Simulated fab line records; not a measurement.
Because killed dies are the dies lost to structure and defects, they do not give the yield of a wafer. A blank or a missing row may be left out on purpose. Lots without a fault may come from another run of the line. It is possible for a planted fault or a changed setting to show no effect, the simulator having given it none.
Lot-split experiment	flow rit_cmos	on a route of 202 steps: 5 lots, 23 wafers read

SPLIT DETAILS
At RIT_NRETRO_COAT_01 (resist thk 1300 nm), the setting spin_rpm was moved away from the recipe's 2000 rpm on 5 of the 23 wafers read, by -4.4% to +3.0%. This setting was run at the recipe's value on the other wafers.

FROM THE SPLIT TO THE READING: what the file shows between them, 3 steps
- RIT_NRETRO_SOFTBAKE_02: time 60 s
- RIT_NRETRO_EXPOSE_03: exposes mask M4, target cd 43900 nm
- RIT_NRETRO_DEVELOP_05: develop time 68 s

THE READING
NOVOLAK_of_NRETRO_COAT_01.thk_nm (the simulator's own value, which no gauge read), in nm, at RIT_NRETRO_HARDBAKE_07 (time 120 s). The file gives no usual value for it. Average 1134 nm, standard deviation 2.4 nm, over the 18 wafers here run with the recipe.

wafer	tool, chamber at the split	spin_rpm as run, rpm	against the recipe	NOVOLAK_of_NRETRO_COAT_01.thk_nm, nm	against lot-mates on the recipe
L074.2	litho_track-01, 0	2000	recipe	1129	-
L074.3	litho_track-01, 0	2000	recipe	1134	-
L074.6	litho_track-01, 0	2000	recipe	1134	-
L074.4	litho_track-01, 0	2060	+3.0%	1115	-17
L074.5	litho_track-01, 0	2060	+3.0%	1118	-14
L076.1	litho_track-01, 0	2000	recipe	1135	-
L076.5	litho_track-01, 0	2000	recipe	1135	-
L076.2	litho_track-01, 0	2000	recipe	1136	-
L076.3	litho_track-01, 0	2000	recipe	1138	-
L076.4	litho_track-01, 0	2000	recipe	1134	-
L078.1	litho_track-03, 0	1912	-4.4%	1158	+26
L078.2	litho_track-03, 0	2000	recipe	1133	-
L078.3	litho_track-03, 0	1912	-4.4%	1157	+24
L078.4	litho_track-03, 0	1912	-4.4%	1161	+28
L078.5	litho_track-03, 0	2000	recipe	1132	-
L084.1	litho_track-01, 0	2000	recipe	1137	-
L084.2	litho_track-01, 0	2000	recipe	1139	-
L084.3	litho_track-01, 0	2000	recipe	1136	-
L084.4	litho_track-01, 0	2000	recipe	1136	-
L084.5	litho_track-01, 0	2000	recipe	1134	-
L085.1	litho_track-01, 0	2000	recipe	1133	-
L085.3	litho_track-01, 0	2000	recipe	1133	-
L085.2	litho_track-01, 0	2000	recipe	1131	-

FIT RESULTS
A straight line over all 23 wafers: NOVOLAK_of_NRETRO_COAT_01.thk_nm changes by -5.64 nm for each +1% of spin_rpm; r = -0.98; the points scatter about the line by 2.4 nm.
The same after taking each lot's own level away (the mean of its wafers on the recipe; 23 wafers): -5.77 nm for each +1%; r = -0.99; scatter 1.7 nm.
According to that fit, moving spin_rpm by its largest amount changes the reading by 25 nm.
From 1132.3 to 1136.4 nm: that is the span of the lots' own levels, equal to 1.7 times the standard deviation above.
The two slopes agree, so the slope changes little with the lot-to-lot level.
Check: +25.6 nm against its lot-mates is what the line predicts for one of the wafers moved furthest among these (-4.4%) when that wafer is left out of the fit. Against them it came out at +25.5 nm.

THESE WAFERS: OTHER SPLITS
These wafers also went through other splits before the reading. Each is held against what the fit with the lots' levels taken away leaves over:
other split on the same wafers	wafers away from the commonest value	r with NOVOLAK_of_NRETRO_COAT_01.thk_nm (lot level and that fit taken away)
RIT_ACTIVE_COAT_06 spin_rpm	8	-0.26
RIT_ACTIVE_SOFTBAKE_07 time_s	8	-0.34
RIT_FOX2_OXIDATION_00 temp_c	18	-0.15
RIT_NWELL_SOFTBAKE_02 temp_c	5	+0.08
RIT_PWELL_COAT_01 resist_thk_nm	7	+0.20

THE WHOLE CHAIN: every reading that the file lists as answering this split, in the file's order
step	what it does	reading	change (the file's fit)	r (the file's)
RIT_NRETRO_COAT_01	resist thk 1300 nm	NOVOLAK_of_NRETRO_COAT_01.thk_nm (the simulator's own value, which no gauge read)	-6.65 nm for each +1% of the setting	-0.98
RIT_NRETRO_HARDBAKE_07	time 120 s	NOVOLAK_of_NRETRO_COAT_01.thk_nm (the simulator's own value, which no gauge read)	-5.74 nm for each +1% of the setting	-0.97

THE FILE'S OWN FIT
NOVOLAK_of_NRETRO_COAT_01.thk_nm changes by -5.74 nm for each +1% of spin_rpm, r = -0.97.
